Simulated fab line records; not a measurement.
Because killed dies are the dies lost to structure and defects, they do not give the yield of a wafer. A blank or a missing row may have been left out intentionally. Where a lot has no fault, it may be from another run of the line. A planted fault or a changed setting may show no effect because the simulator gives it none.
fab line records + flow berkeleyCmos170 + part 2 of 2: steps 32 to 41 of 41
record
- lots=5
- wafers=15
- lastDay=11
route steps=331 shown NWELL@31 PWELL@34 WELLDRIVE@55 ACTIVE@60
lots with no fault: from the same line, run without faults
startH: hours from the record's opening day to when the first of the lot's shown wafers began + waitH: time in hours since the lot's previous step + " as in the row above + L1.1+2: several wafers, shown together as one row + - no value present, or no start provided + * or withheld: withheld + < > ~ a bound
route shown NAME@n: a module of which the file shows steps, and the number in the route of the first + usual: mean and standard deviation over wafers with no fault + same: alike in all rows + chamber/n: place in a boat + sites: the reading at each site + _std_site: how widely they spread, as a standard deviation + _edge_site: mean of outer sites minus mean of inner sites + radiusMm: for every site, how far away it sits from the centre of the wafer + mask NAME#n: copy n + behind: the most recent tool/chamber to have shaped the wafer + hold: why the lot went on hold/how many hours it stayed there/how the hold came to an end + device: names the non-switching transistor (n, p or np) + end of line: the same wafers' tests at the end of the route + where a step has no rows: the recipe by itself + killed: count of dies lost to structure and defects at first sort (not the wafer's yield) + map: a wafer's dies, x killed, . not, _ none there
set.NAME: the setting the step ran with; set.NAME@STEP: the setting that earlier step ran with + model.NAME: the simulator's own value behind a step, which no gauge read
a table for each step, a row for each wafer; lots at some steps of the route
services: when a tool's chamber went out of use (startH, in hours from the record's first day, below 0 if earlier), for how many hours, and the reason
## steps
# step UCB170_ACTIVE_OXIDATION_02
# recipe
- tempC=1000
- ambient=O2
- targetThkA=264
- oxTimeS=1260
# usual
- spikeTcLoadC=1023.9/2.4
| lot.wafer | tool       | chamber | startH | waitH | spikeTcLoadC |
|-----------|------------|---------|--------|-------|--------------|
| L086.3    | furnace-02 | 0       | 131.11 | 1.9   | 1021.0       |
| L086.5    | "          | 0       | "      | "     | 1020.0       |
| L086.6    | "          | 0       | "      | "     | 1020.1       |
| L090.1    | furnace-01 | 0       | 148.36 | 1.7   | 1025.0       |
| L090.4    | "          | 0       | "      | "     | 1025.1       |
| L090.5    | "          | 0       | "      | "     | 1025.5       |
| L091.1    | furnace-01 | 0       | 152.88 | 1.7   | 1026.2       |
| L091.2    | "          | 0       | "      | "     | 1025.5       |
| L091.4    | "          | 0       | "      | "     | 1024.7       |
| L092.3    | furnace-01 | 0       | 152.88 | 1.7   | 1026.7       |
| L092.5    | "          | 0       | "      | "     | 1022.4       |
| L092.6    | "          | 0       | "      | "     | 1024.3       |
| L095.4    | furnace-02 | 0       | 174.25 | 2.1   | 1020.5       |
| L095.5    | "          | 0       | "      | "     | 1022.4       |
| L095.6    | "          | 0       | "      | "     | 1020.1       |
# step UCB170_ACTIVE_THK_MEAS_03
# recipe
- reads=SiO2_of_ACTIVE_OXIDATION_02
# usual
- ACTIVE_OXIDE_THK=26.1/0.54
| lot.wafer | tool         | chamber | startH | waitH | ACTIVE_OXIDE_THK[nm] |
|-----------|--------------|---------|--------|-------|----------------------|
| L086.3    | filmMetro-02 | -       | 132.48 | 0.0   | 27.0                 |
| L086.5    | "            | -       | "      | "     | 26.9                 |
| L086.6    | "            | -       | "      | "     | 27.3                 |
| L090.1    | filmMetro-01 | -       | 149.71 | 0.0   | 25.0                 |
| L090.4    | "            | -       | "      | "     | 24.7                 |
| L090.5    | "            | -       | "      | "     | 24.6                 |
| L091.1    | filmMetro-04 | -       | 154.23 | 0.0   | 25.8                 |
| L091.2    | "            | -       | "      | "     | 25.3                 |
| L091.4    | "            | -       | "      | "     | 25.7                 |
| L092.3    | filmMetro-01 | -       | 154.25 | 0.0   | 25.1                 |
| L092.5    | "            | -       | "      | "     | 25.4                 |
| L092.6    | "            | -       | "      | "     | 25.4                 |
| L095.4    | filmMetro-02 | -       | 175.63 | 0.0   | 26.0                 |
| L095.5    | "            | -       | "      | "     | 25.8                 |
| L095.6    | "            | -       | "      | "     | 26.4                 |
# step UCB170_ACTIVE_ANNEAL_04
# recipe
- tempC=1000
- timeS=900
- ambient=N2
# usual
- spikeTcLoadC=1023.5/2.4
| lot.wafer | tool       | chamber | startH | waitH | spikeTcLoadC |
|-----------|------------|---------|--------|-------|--------------|
| L086.3    | furnace-01 | 0       | 133.86 | 1.4   | 1024.6       |
| L086.5    | "          | 0       | "      | "     | 1025.5       |
| L086.6    | "          | 0       | "      | "     | 1025.1       |
| L090.1    | furnace-03 | 0       | 150.82 | 1.1   | 1022.9       |
| L090.4    | "          | 0       | "      | "     | 1025.0       |
| L090.5    | "          | 0       | "      | "     | 1024.5       |
| L091.1    | furnace-03 | 0       | 156.73 | 2.5   | 1023.4       |
| L091.2    | "          | 0       | "      | "     | 1022.4       |
| L091.4    | "          | 0       | "      | "     | 1024.7       |
| L092.3    | furnace-03 | 0       | 156.73 | 2.5   | 1023.4       |
| L092.5    | "          | 0       | "      | "     | 1025.4       |
| L092.6    | "          | 0       | "      | "     | 1024.3       |
| L095.4    | furnace-02 | 0       | 176.85 | 1.2   | 1021.3       |
| L095.5    | "          | 0       | "      | "     | 1021.0       |
| L095.6    | "          | 0       | "      | "     | 1020.8       |
# step UCB170_ACTIVE_CVD_05
# recipe
- material=Si3N4
- targetThkNm=220
- tempC=800
- precursor=SiH2Cl2/NH3
- timeS=3300
- pressureMtorr=200
- sih2cl2FlowSccm=25
- nh3FlowSccm=75
# usual
- spikeTcLoadC=822/4.5
| lot.wafer | tool     | chamber | startH | waitH | spikeTcLoadC |
|-----------|----------|---------|--------|-------|--------------|
| L086.3    | lpcvd-01 | 1       | 135.48 | 0.4   | 819          |
| L086.5    | "        | 1       | "      | "     | 818          |
| L086.6    | "        | 1       | "      | "     | 818          |
| L090.1    | lpcvd-02 | 1       | 153.31 | 1.2   | 829          |
| L090.4    | "        | 1       | "      | "     | 828          |
| L090.5    | "        | 1       | "      | "     | 830          |
| L091.1    | lpcvd-02 | 0       | 157.98 | 0.0   | 823          |
| L091.2    | "        | 0       | "      | "     | 825          |
| L091.4    | "        | 0       | "      | "     | 824          |
| L092.3    | lpcvd-02 | 1       | 157.98 | 0.0   | 829          |
| L092.5    | "        | 1       | "      | "     | 829          |
| L092.6    | "        | 1       | "      | "     | 830          |
| L095.4    | lpcvd-01 | 1       | 178.48 | 0.4   | 819          |
| L095.5    | "        | 1       | "      | "     | 820          |
| L095.6    | "        | 1       | "      | "     | 820          |
# step UCB170_ACTIVE_THK_MEAS_06
# recipe
- reads=Si3N4_of_ACTIVE_CVD_05
# usual
- ACTIVE_NITRIDE_THK=220.3/2.1
| lot.wafer | tool         | chamber | startH | waitH | ACTIVE_NITRIDE_THK[nm] |
|-----------|--------------|---------|--------|-------|------------------------|
| L086.3    | filmMetro-04 | -       | 137.42 | 0.0   | 217.4                  |
| L086.5    | "            | -       | "      | "     | 216.9                  |
| L086.6    | "            | -       | "      | "     | 219.5                  |
| L090.1    | filmMetro-04 | -       | 156.19 | 0.0   | 222.3                  |
| L090.4    | "            | -       | "      | "     | 222.2                  |
| L090.5    | "            | -       | "      | "     | 223.9                  |
| L091.1    | filmMetro-04 | -       | 160.86 | 0.0   | 224.0                  |
| L091.2    | "            | -       | "      | "     | 222.7                  |
| L091.4    | "            | -       | "      | "     | 224.6                  |
| L092.3    | filmMetro-01 | -       | 160.88 | 0.0   | 223.6                  |
| L092.5    | "            | -       | "      | "     | 222.9                  |
| L092.6    | "            | -       | "      | "     | 221.0                  |
| L095.4    | filmMetro-02 | -       | 180.47 | 0.1   | 220.0                  |
| L095.5    | "            | -       | "      | "     | 220.2                  |
| L095.6    | "            | -       | "      | "     | 222.9                  |
# step UCB170_ACTIVE_HMDS_07
# recipe
- primeTimeS=60
- primeTempC=100
# usual
- chillPlateTempC=23.01/0.11
| lot.wafer | tool          | chamber | startH | waitH | chillPlateTempC |
|-----------|---------------|---------|--------|-------|-----------------|
| L086.3    | lithoTrack-01 | 0       | 137.85 | 0.4   | 22.84           |
| L086.5    | "             | 0       | "      | "     | 22.99           |
| L086.6    | "             | 0       | "      | "     | 22.86           |
| L090.1    | lithoTrack-02 | 0       | 156.25 | 0.1   | 23.00           |
| L090.4    | "             | 0       | "      | "     | 23.03           |
| L090.5    | "             | 0       | "      | "     | 22.95           |
| L091.1    | lithoTrack-01 | 0       | 160.92 | 0.1   | 22.90           |
| L091.2    | "             | 0       | "      | "     | 23.08           |
| L091.4    | "             | 0       | "      | "     | 23.08           |
| L092.3    | lithoTrack-03 | 0       | 161.35 | 0.5   | 23.09           |
| L092.5    | "             | 0       | "      | "     | 22.98           |
| L092.6    | "             | 0       | "      | "     | 23.09           |
| L095.4    | lithoTrack-03 | 0       | 181.33 | 0.8   | 23.04           |
| L095.5    | "             | 0       | "      | "     | 22.96           |
| L095.6    | "             | 0       | "      | "     | 22.89           |
# step UCB170_ACTIVE_COAT_08
# recipe
- resist=KrF
- spinRpm=1500
- resistThkNm=900
# usual
- chillPlateTempC=23.01/0.095
| lot.wafer | tool          | chamber | startH | waitH | chillPlateTempC |
|-----------|---------------|---------|--------|-------|-----------------|
| L086.3    | lithoTrack-01 | 0       | 138.00 | 0.1   | 22.93           |
| L086.5    | "             | 0       | "      | "     | 23.02           |
| L086.6    | "             | 0       | "      | "     | 23.05           |
| L090.1    | lithoTrack-02 | 0       | 156.40 | 0.1   | 23.12           |
| L090.4    | "             | 0       | "      | "     | 22.98           |
| L090.5    | "             | 0       | "      | "     | 22.87           |
| L091.1    | lithoTrack-01 | 0       | 161.07 | 0.1   | 22.90           |
| L091.2    | "             | 0       | "      | "     | 22.91           |
| L091.4    | "             | 0       | "      | "     | 23.00           |
| L092.3    | lithoTrack-03 | 0       | 161.50 | 0.1   | 23.01           |
| L092.5    | "             | 0       | "      | "     | 23.10           |
| L092.6    | "             | 0       | "      | "     | 23.05           |
| L095.4    | lithoTrack-03 | 0       | 181.48 | 0.1   | 23.20           |
| L095.5    | "             | 0       | "      | "     | 23.02           |
| L095.6    | "             | 0       | "      | "     | 23.16           |
# step UCB170_ACTIVE_SOFTBAKE_09
# recipe
- resist=KrF
- tempC=130
- timeS=62.64
# usual
- chillPlateTempC=23.01/0.1
- plateSensorTCentreC=131.41/0.0096
- plateSensorTEdgeC=131.53/0.01
| lot.wafer | tool          | chamber | startH | waitH | chillPlateTempC | plateSensorTCentreC | plateSensorTEdgeC |
|-----------|---------------|---------|--------|-------|-----------------|---------------------|-------------------|
| L086.3    | lithoTrack-01 | 0       | 138.15 | 0.1   | 23.29           | 131.4               | 131.54            |
| L086.5    | "             | 0       | "      | "     | 23.17           | 131.41              | 131.54            |
| L086.6    | "             | 0       | "      | "     | 23.28           | 131.41              | 131.54            |
| L090.1    | lithoTrack-02 | 0       | 156.55 | 0.1   | 23.01           | 131.4               | 131.52            |
| L090.4    | "             | 0       | "      | "     | 22.97           | 131.42              | 131.53            |
| L090.5    | "             | 0       | "      | "     | 22.92           | 131.41              | 131.53            |
| L091.1    | lithoTrack-01 | 0       | 161.22 | 0.1   | 23.13           | 131.4               | 131.52            |
| L091.2    | "             | 0       | "      | "     | 23.08           | 131.41              | 131.54            |
| L091.4    | "             | 0       | "      | "     | 22.99           | 131.4               | 131.55            |
| L092.3    | lithoTrack-03 | 0       | 161.65 | 0.1   | 22.91           | 131.41              | 131.54            |
| L092.5    | "             | 0       | "      | "     | 22.95           | 131.41              | 131.52            |
| L092.6    | "             | 0       | "      | "     | 22.92           | 131.4               | 131.54            |
| L095.4    | lithoTrack-03 | 0       | 181.63 | 0.1   | 22.95           | 131.41              | 131.53            |
| L095.5    | "             | 0       | "      | "     | 23.06           | 131.41              | 131.53            |
| L095.6    | "             | 0       | "      | "     | 23.01           | 131.41              | 131.53            |
# step UCB170_ACTIVE_EXPOSE_10
# recipe
- maskId=ACTIVE
- targetCdNm=1200
- na=0.5
- sigmaOuter=0.6
- sourceShape=conventional
- doseMj=20
| lot.wafer  | tool          | chamber | startH | waitH | mask     |
|------------|---------------|---------|--------|-------|----------|
| L086.3+5+6 | krfScanner-01 | 0       | 138.42 | 0.2   | ACTIVE#0 |
| L090.1+4+5 | krfScanner-02 | 0       | 156.70 | 0.1   | ACTIVE#0 |
| L091.1+2+4 | krfScanner-02 | 0       | 161.37 | 0.1   | ACTIVE#0 |
| L092.3+5+6 | krfScanner-02 | 0       | 161.91 | 0.2   | ACTIVE#0 |
| L095.4+5+6 | krfScanner-01 | 0       | 181.95 | 0.3   | ACTIVE#0 |
# step UCB170_ACTIVE_PEB_11
# recipe
- pebTempC=130
- pebTimeS=withheld
- resist=KrF
# usual
- chillPlateTempC=22.99/0.1
| lot.wafer | tool          | chamber | startH | waitH | chillPlateTempC |
|-----------|---------------|---------|--------|-------|-----------------|
| L086.3    | lithoTrack-01 | 0       | 138.58 | 0.1   | 22.98           |
| L086.5    | "             | 0       | "      | "     | 22.97           |
| L086.6    | "             | 0       | "      | "     | 23.07           |
| L090.1    | lithoTrack-03 | 0       | 156.81 | 0.1   | 22.70           |
| L090.4    | "             | 0       | "      | "     | 22.82           |
| L090.5    | "             | 0       | "      | "     | 22.76           |
| L091.1    | lithoTrack-02 | 0       | 161.48 | 0.1   | 23.05           |
| L091.2    | "             | 0       | "      | "     | 22.94           |
| L091.4    | "             | 0       | "      | "     | 23.20           |
| L092.3    | lithoTrack-02 | 0       | 162.08 | 0.2   | 22.86           |
| L092.5    | "             | 0       | "      | "     | 22.95           |
| L092.6    | "             | 0       | "      | "     | 22.91           |
| L095.4    | lithoTrack-01 | 0       | 182.90 | 0.9   | 23.10           |
| L095.5    | "             | 0       | "      | "     | 23.04           |
| L095.6    | "             | 0       | "      | "     | 22.98           |
## services
| tool           | chamber | startH | hours | kind   |
|----------------|---------|--------|-------|--------|
| krfScanner-02  | -       | 77.51  | 2.6   | repair |
| furnace-03     | -       | 77.62  | 2.7   | pm     |
| krfScanner-01  | -       | 81.69  | 54.7  | repair |
| furnace-02     | -       | 87.08  | 5.2   | pm     |
| furnace-02     | -       | 92.30  | 4.0   | pm     |
| implanter-01   | -       | 95.34  | 2.9   | repair |
| implanter-01   | -       | 98.14  | 2.8   | repair |
| rieDiel-02     | 0       | 105.51 | 22.0  | repair |
| plasmaAsher-04 | -       | 108.75 | 9.0   | pm     |
| implanter-01   | -       | 112.13 | 5.7   | repair |
| furnace-04     | -       | 113.99 | 4.2   | pm     |
| krfScanner-01  | -       | 124.99 | 1.2   | repair |
| rieDiel-04     | 3       | 127.92 | 1.6   | repair |
| krfScanner-01  | -       | 128.32 | 0.1   | repair |
| krfScanner-01  | -       | 136.38 | 0.8   | pm     |
| krfScanner-02  | -       | 137.19 | 3.6   | pm     |
| furnace-03     | -       | 139.69 | 4.4   | pm     |
| krfScanner-01  | -       | 140.75 | 1.0   | pm     |
| krfScanner-02  | -       | 141.75 | 0.8   | pm     |
| krfScanner-02  | -       | 142.50 | 1.0   | pm     |
| implanter-02   | -       | 150.03 | 2.5   | repair |
| implanter-02   | -       | 152.59 | 11.0  | pm     |
| krfScanner-02  | -       | 155.80 | 0.8   | pm     |
| implanter-03   | -       | 176.41 | 3.8   | repair |
